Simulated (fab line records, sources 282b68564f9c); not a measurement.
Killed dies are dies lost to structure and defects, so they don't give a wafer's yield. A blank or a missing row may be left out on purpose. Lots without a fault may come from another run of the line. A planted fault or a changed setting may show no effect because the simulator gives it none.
A struck lot beside a sound one | flow rit_cmos | 45 steps out of a route of 202
Sound: wafers L694.4, L694.5, L694.6. Struck: wafers L692.1, L692.2, L692.3. The cause comes at the end.
At each step with rows: each side's tool, then ch and its chambers, then its first start. Under that, the readings that differ: sound wafers | struck wafers | difference of the means | sigmas: that difference in standard deviations of wafers without a fault.
alike: readings whose means differ by less than 2 such deviations, and words and numbers that are the same on both sides. not compared: withheld readings, readings that some wafer has no value for, bounds like >300 that may hide the same value, and numbers for which the record gives no deviation and whose values overlap.
The two part at a step that has a row with sigmas, a row that says differs or no value, or rows on one side only. Numbers that don't overlap but have no deviation are shown without sigmas and don't part them. A reading that every wafer of one side lacks parts them only if that side has two wafers or more.

first, 1 step without rows for these wafers: RIT_ACTIVE_DEVELOP_10 (develop time 50 s).
RIT_ACTIVE_CD_MEAS_11: target cd 1400 nm.
  sound on cd_sem-02, day 4 12:37; struck on cd_sem-02, day 4 02:26
  alike: cd_nm
then, 1 step without rows for these wafers: RIT_ACTIVE_HARDBAKE_12 (time 60 s).
RIT_ACTIVE_ETCH_13: etches Si3N4 in SF6, stops on SiO2, time 210 s, target depth 210 nm.
  sound on rie_diel-01 ch 0,3, day 4 12:50; struck on rie_diel-04 ch 1,2,3, day 4 02:43
  reading               | sound             | struck            | difference | sigmas
  oes_product_au (a.u.) | 0.800 0.801 0.816 | 0.826 0.828 0.824 | +0.020     | +2
  alike: drypump_motor_current_A, throttle_valve_pct
  not compared: rf_hours_counter_h
RIT_ACTIVE_STRIP_14: strips in O2, time 180 s.
  sound on plasma_asher-03 ch 0,1, day 4 13:02; struck on plasma_asher-03 ch 0,1, day 4 02:50
  alike: drypump_motor_current_A
  not compared: rf_hours_counter_h
RIT_ACTIVE_CD_MEAS_90: target cd 1400 nm.
  sound on cd_sem-01, day 4 13:12; struck on cd_sem-02, day 4 03:01
  alike: cd_nm
then, 4 steps without rows for these wafers: RIT_ACTIVE_CLEAN_15 (cleans in SC1, time 600 s); RIT_ACTIVE_CLEAN_16 (cleans in dHF, time 30 s); RIT_ACTIVE_CLEAN_17 (cleans in SC2, time 600 s); RIT_FOX1_OXIDATION_00 (target thk 350.7 nm, ox time 1130 s).
RIT_FOX1_THK_MEAS_01:
  sound on film_metro-02, day 4 14:58; struck on film_metro-02, day 4 04:50
  alike: FOX1_OXIDE_THK
then, 1 step without rows for these wafers: RIT_FOX1_WET_ETCH_02 (etches SiO2 in BOE, target depth 350 nm, time 390 s).
RIT_FOX2_OXIDATION_00: target thk 350.7 nm, ox time 1130 s.
  sound on furnace-01 ch 0, day 4 15:07; struck on furnace-04 ch 0, day 4 05:03
  reading                                     | sound                | struck               | difference | sigmas
  spike_tc_centre_C (C)                       | 1103.4 1101.8 1103.4 | 1067.4 1067.4 1066.9 | -35.6      | -37
  spike_tc_load_C (C)                         | 1130.5 1132.5 1130.9 | 1090.7 1088.0 1091.5 | -41.2      | -21
  spike_tc_source_C (C)                       | 1128.9 1129.9 1128.9 | 1090.9 1089.5 1090.5 | -38.9      | -18
  tube_center_temp_C (C)                      | 1099.9 1099.8 1100   | 1064.6 1064.8 1064.8 | -35.2      | -99 or more
  tube_center_temp_C_max                      | 1102.5 1102.5 1102.7 | 1067.8 1067.3 1067.4 | -35.1      | -76
  zone_power_load_pct (%)                     | 41.7 41.3 42.2       | 37.4 38.3 37.6       | -4.0       | -8
  model.SiO2_of_FOX2_OXIDATION_00.thk_nm (nm) | 346.8 350.2 358.9    | 289.8 286.4 282.4    | -65.8      |
RIT_FOX2_THK_MEAS_01:
  sound on film_metro-03, day 4 16:28; struck on film_metro-02, day 4 06:22
  reading             | sound       | struck      | difference | sigmas
  FOX2_OXIDE_THK (nm) | 347 350 359 | 290 286 283 | -66        | -11
then, 2 steps without rows for these wafers: RIT_FOX2_CLEAN_02 (cleans in dHF, time 180 s); RIT_FOX2_WET_ETCH_03 (etches Si3N4 in H3PO4, target depth 195 nm, time 2700 s).
RIT_FOX2_THK_MEAS_90:
  sound on film_metro-02, day 4 17:20; struck on film_metro-02, day 4 07:14
  reading                     | sound       | struck      | difference | sigmas
  FIELD_OXIDE_LEFT_1_THK (nm) | 320 323 332 | 262 259 255 | -66        | -11
then, 6 steps without rows for these wafers: RIT_NWELL_HMDS_00 (prime time 60 s); RIT_NWELL_COAT_01 (resist thk 1300 nm); RIT_NWELL_SOFTBAKE_02 (time 60 s); RIT_NWELL_EXPOSE_03 (exposes mask M2, target cd 43900 nm); RIT_NWELL_PEB_04; RIT_NWELL_DEVELOP_05 (develop time 68 s).
RIT_NWELL_OVL_MEAS_06:
  sound on overlay-02, day 4 18:16; struck on overlay-01, day 4 08:19
  alike: NWELL_OVL
then, 2 steps without rows for these wafers: RIT_NWELL_HARDBAKE_07 (time 120 s); RIT_NWELL_IMPLANT_08.
RIT_NWELL_STRIP_09: strips in O2, time 180 s.
  sound on plasma_asher-02 ch 0,1, day 4 18:45; struck on plasma_asher-04 ch 0,1, day 4 08:44
  alike: drypump_motor_current_A
  not compared: rf_hours_counter_h
RIT_NWELL_TW_MEAS_10:
  sound on film_metro-04, day 4 18:53; struck on film_metro-02, day 4 08:55
  reading  | sound          | struck         | difference | sigmas
  NWELL_TW | 2123 2134 2139 | 2196 2197 2211 | +69        | +2
then, 6 steps without rows for these wafers: RIT_PWELL_HMDS_00 (prime time 60 s); RIT_PWELL_COAT_01 (resist thk 1300 nm); RIT_PWELL_SOFTBAKE_02 (time 60 s); RIT_PWELL_EXPOSE_03 (exposes mask M3, target cd 43700 nm); RIT_PWELL_PEB_04; RIT_PWELL_DEVELOP_05 (develop time 68 s).
RIT_PWELL_OVL_MEAS_06:
  sound on overlay-01, day 4 19:49; struck on overlay-01, day 4 09:56
  alike: PWELL_OVL
then, 2 steps without rows for these wafers: RIT_PWELL_HARDBAKE_07 (time 120 s); RIT_PWELL_IMPLANT_08.
RIT_PWELL_STRIP_09: strips in O2, time 180 s.
  sound on plasma_asher-03 ch 0,1, day 4 20:18; struck on plasma_asher-03 ch 0,1, day 4 10:22
  alike: drypump_motor_current_A
  not compared: rf_hours_counter_h
RIT_PWELL_TW_MEAS_10:
  sound on film_metro-02, day 4 20:26; struck on film_metro-03, day 4 10:32
  alike: PWELL_TW
then, 1 step without rows for these wafers: RIT_WELLDRIVE_ANNEAL_00 (time 14700 s).
RIT_WELLDRIVE_RS_MEAS_01: measures by four-point-probe.
  sound on film_metro-02, day 5 02:10; struck on film_metro-03, day 4 15:41
  alike: NWELL_RS
RIT_WELLDRIVE_RS_MEAS_02: measures by four-point-probe.
  sound on film_metro-02, day 5 02:17; struck on film_metro-03, day 4 15:49
  alike: PWELL_RS
RIT_FOX2_THK_MEAS_91:
  sound on film_metro-02, day 5 06:14; struck on film_metro-02, day 4 19:27
  reading                     | sound       | struck      | difference | sigmas
  FIELD_OXIDE_LEFT_2_THK (nm) | 252 255 264 | 194 191 187 | -66        | -11
RIT_SILICIDE_WET_ETCH_00: etches SiO2 in BOE, target depth 14 nm, time 15 s.
  sound on wet_bench-01 ch 3, day 6 00:17; struck on wet_bench-01 ch 0, day 5 15:14
  reading                                     | sound             | struck        | difference | sigmas
  model.SiO2_of_FOX2_OXIDATION_00.thk_nm (nm) | 145.1 149.3 157.8 | 90.01 86 82.2 | -64.66     |
RIT_M1_PROBE_99:
  sound on prober-01, day 6 08:35; struck on prober-01, day 5 22:31
  reading                             | sound               | struck              | difference | sigmas
  model.etest.pldd.width_nm (nm)      | 3190 3180 3158      | 3234 3224 3224      | +51        |
  model.etest.nldd.width_nm (nm)      | 3179 3183 3166      | 3228 3224 3216      | +47        |
  model.etest.pplus_sal.width_nm (nm) | 3460 3437 3436      | 3466 3472 3473      | +26        |
  model.etest.pwell.rs_ohm_sq         | 417.2 412.9 425.3   | 400.7 401.4 403.1   | -16.7      |
  model.etest.field_n.vt_v (V)        | 34.5 34.91 35.98    | 26.37 26 25.62      | -9.13      |
  model.etest.field_p_metal.vt_v (V)  | -29.76 -29.89 -28.9 | -33.45 -33.79 -33.6 | -4.10      |
  alike: killed_at_contacts, killed_at_front_end, killed_dies, killed_open, killed_short
  not compared: model.etest.nplus_sal.width_nm, model.etest.nmos_narrow.drive_ua_um

WHERE THEY PART
First at RIT_ACTIVE_ETCH_13; last, within this record, at RIT_FOX2_THK_MEAS_91. Later steps at which nothing parts them and some readings are alike: RIT_M1_PROBE_99.

WHY: what the simulator had put in
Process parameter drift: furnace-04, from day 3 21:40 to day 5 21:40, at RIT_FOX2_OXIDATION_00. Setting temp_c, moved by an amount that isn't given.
